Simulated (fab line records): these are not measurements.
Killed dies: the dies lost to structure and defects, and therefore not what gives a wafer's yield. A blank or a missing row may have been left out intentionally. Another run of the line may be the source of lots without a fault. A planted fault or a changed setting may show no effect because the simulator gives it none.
Which tool was responsible? / flow berkeley-cmos170 / Sampling: 7 lots, 21 wafers, 3 of 331 route steps

## WHAT THE GAUGES SHOWED, per wafer
UCB170_ACTIVE_THK_MEAS_03.
lot=L294; measured=day 4 10:46; on=film-metro-04; ACTIVE_OXIDE_THK (nm)=25.7 25.2 25.6
lot=L297; measured=day 5 02:04; on=film-metro-02; ACTIVE_OXIDE_THK (nm)=26.2 26.2 25.9
lot=L300; measured=day 5 18:50; on=film-metro-03; ACTIVE_OXIDE_THK (nm)=25.5 25.6 25.5
lot=L303; measured=day 6 05:11; on=film-metro-03; ACTIVE_OXIDE_THK (nm)=26.8 26.8 26.4
lot=L306; measured=day 7 12:11; on=film-metro-02; ACTIVE_OXIDE_THK (nm)=34.0 34.1 34.2
lot=L308; measured=day 7 15:10; on=film-metro-03; ACTIVE_OXIDE_THK (nm)=32.9 32.6 32.3
lot=L310; measured=day 7 21:43; on=film-metro-04; ACTIVE_OXIDE_THK (nm)=26.2 25.8 25.5

## EACH LOT AND THE TOOL THAT RAN IT (in order: tool; ch and the chambers of the sampled wafers; start)
lot=L294; UCB170_ZERO_ETCH_06=rie-diel-03 ch 0,1, day 2 11:35; UCB170_ACTIVE_OXIDATION_02=furnace-02 ch 0, day 4 09:25
lot=L297; UCB170_ZERO_ETCH_06=rie-diel-01 ch 0,1,3, day 3 00:53; UCB170_ACTIVE_OXIDATION_02=furnace-01 ch 0, day 5 00:43
lot=L300; UCB170_ZERO_ETCH_06=rie-diel-02 ch 0,3, day 3 15:59; UCB170_ACTIVE_OXIDATION_02=furnace-02 ch 0, day 5 17:21
lot=L303; UCB170_ZERO_ETCH_06=rie-diel-01 ch 0,1, day 4 06:54; UCB170_ACTIVE_OXIDATION_02=furnace-03 ch 0, day 6 03:46
lot=L306; UCB170_ZERO_ETCH_06=rie-diel-03 ch 0,3, day 4 23:51; UCB170_ACTIVE_OXIDATION_02=furnace-03 ch 0, day 7 10:49
lot=L308; UCB170_ZERO_ETCH_06=rie-diel-03 ch 0,1,2, day 5 11:13; UCB170_ACTIVE_OXIDATION_02=furnace-03 ch 0, day 7 13:49
lot=L310; UCB170_ZERO_ETCH_06=rie-diel-01 ch 0,2,3, day 5 21:07; UCB170_ACTIVE_OXIDATION_02=furnace-02 ch 0, day 7 20:22
- UCB170_ZERO_ETCH_06: etches SiO2 in CHF3/CF4/Ar, time 12 s.
- UCB170_ACTIVE_OXIDATION_02: target thk 26.4 nm, ox time 1260 s.

## THE ANSWER, worked out from the rows above alone
Rule: the lots themselves supply what counts as usual. Put in order of their means at a reading, lots are off if they are a third of the lots or fewer, leave a main group of 4 or more, and stand apart from it by a gap of 3 or more times the standard deviation of the main group's means; of several such gaps the widest counts. The tables above print the reading to a certain number of digits; a main group whose means all agree to those digits is not used. Also off: a lot with no number at a reading for which 4 or more lots have one. Any other lot the step has rows for is counted as sound.
Off: at UCB170_ACTIVE_THK_MEAS_03 (ACTIVE_OXIDE_THK), L306, L308. Main group: mean 25.9 nm, sd 0.43.
If a tool, at a process step before that reading, ran all the lots that are off and no sound lot after the first of them, it fits. Gauges at UCB170_ACTIVE_THK_MEAS_03: tried the same way as those tools. This does not decide it: 2 tools fit, namely rie-diel-03 at UCB170_ZERO_ETCH_06 and furnace-03 at UCB170_ACTIVE_OXIDATION_02.

## WHAT THE SIMULATOR HAD PUT IN
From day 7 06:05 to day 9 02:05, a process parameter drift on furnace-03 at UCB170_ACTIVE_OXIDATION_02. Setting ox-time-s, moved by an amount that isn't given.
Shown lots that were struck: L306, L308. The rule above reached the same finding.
